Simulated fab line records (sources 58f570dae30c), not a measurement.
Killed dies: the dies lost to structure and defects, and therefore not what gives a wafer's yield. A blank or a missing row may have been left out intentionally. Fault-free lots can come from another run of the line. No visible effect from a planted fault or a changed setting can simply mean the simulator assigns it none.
Struck lot and sound lot, side by side | flow berkeley_cmos170 | 16 out of 331 route steps
Sound: wafers L437.1, L437.2, L437.5. Wafers L425.1, L425.5, L425.6 were the ones struck. The cause is named last.
For every step that has rows: the tool of each side, followed by ch and its chambers, followed by its first start. Under that, the readings that differ: sound wafers | struck wafers | difference of the means | sigmas: that difference in standard deviations of wafers without a fault.
alike: a reading whose means differ by less than 2 such deviations, as well as words and numbers matching on both sides. not compared: withheld readings; readings where some wafer has no value; bounds like >300 that might hide an equal value; numbers whose values overlap and for which the record gives no deviation.
The two part at a step that has a row with sigmas, a row that says differs or no value, or rows on one side only. Numbers that have no deviation but don't overlap get no sigmas and don't part them. Lack of a reading on every wafer of one side parts them only where that side has two or more wafers.

UCB170_NWELL_THK_MEAS_02:
  sound on film_metro-03 at day 6 02:59; struck on film_metro-02 at day 3 16:31
  alike: NWELL_OXIDE_THK
then, 2 steps without rows for these wafers: UCB170_NWELL_ANNEAL_03 (time 900 s); UCB170_NWELL_CVD_04 (deposits Si3N4 from SiH2Cl2/NH3, target thk 224 nm, time 3360 s).
UCB170_NWELL_THK_MEAS_05:
  sound on film_metro-03 at day 6 08:31; struck on film_metro-02 at day 3 20:57
  alike: NWELL_NITRIDE_THK
then, 6 steps without rows for these wafers: UCB170_NWELL_HMDS_06 (prime time 60 s); UCB170_NWELL_COAT_07 (resist thk 900 nm); UCB170_NWELL_SOFTBAKE_08 (time 60 s); UCB170_NWELL_EXPOSE_09 (exposes mask NWELL, target cd 3000 nm); UCB170_NWELL_PEB_10; UCB170_NWELL_DEVELOP_11 (develop time 45 s).
UCB170_NWELL_OVL_MEAS_12:
  sound on overlay-02 at day 6 09:41; struck on overlay-01 at day 3 22:15
  alike: NWELL_OVL
UCB170_NWELL_ETCH_13: etches Si3N4 in CH3F/Ar/O2, stops on SiO2, target depth 246.4 nm, time 154 s.
  sound on rie_diel-01 ch 0,1, day 6 09:44; struck on rie_diel-01 ch 0,1, day 3 22:17
  alike: drypump_motor_current_A, oes_product_au, throttle_valve_pct
  not compared: rf_hours_counter_h
UCB170_NWELL_IMPLANT_14:
  sound on implanter-04 ch 0, day 6 09:50; struck on implanter-04 ch 0, day 3 22:23
  reading            | sound            | struck         | difference | sigmas
  beam_on_s (s)      | 9.97 10.00 10.04 | 7.60 7.66 7.81 | -2.31      | -12
  faraday_current_uA | 31.9 31.8 31.5   | 41.8 41.7 40.8 | +9.7       | +16
UCB170_NWELL_STRIP_15: strips in O2.
  sound on plasma_asher-03 ch 0,1, day 6 09:59; struck on plasma_asher-02 ch 0,1, day 3 22:32
  alike: drypump_motor_current_A, oes_product_au, strip_time_to_endpoint_s
  not compared: rf_hours_counter_h
UCB170_NWELL_TW_MEAS_16:
  sound on film_metro-01 at day 6 10:05; struck on film_metro-03 at day 3 22:52
  reading  | sound          | struck         | difference | sigmas
  NWELL_TW | 1248 1241 1242 | 1140 1137 1135 | -106       | -11
  not compared: hold
UCB170_M3_PROBE_99:
  the record holds rows for the sound wafers here (prober-02, day 12 06:37) but none for the struck ones

== WHERE THEY PART ==
First at UCB170_NWELL_IMPLANT_14; last, within this record, at UCB170_M3_PROBE_99.

WHY: what the simulator had put in
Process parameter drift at UCB170_NWELL_IMPLANT_14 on implanter-04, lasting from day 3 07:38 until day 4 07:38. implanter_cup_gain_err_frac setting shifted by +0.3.
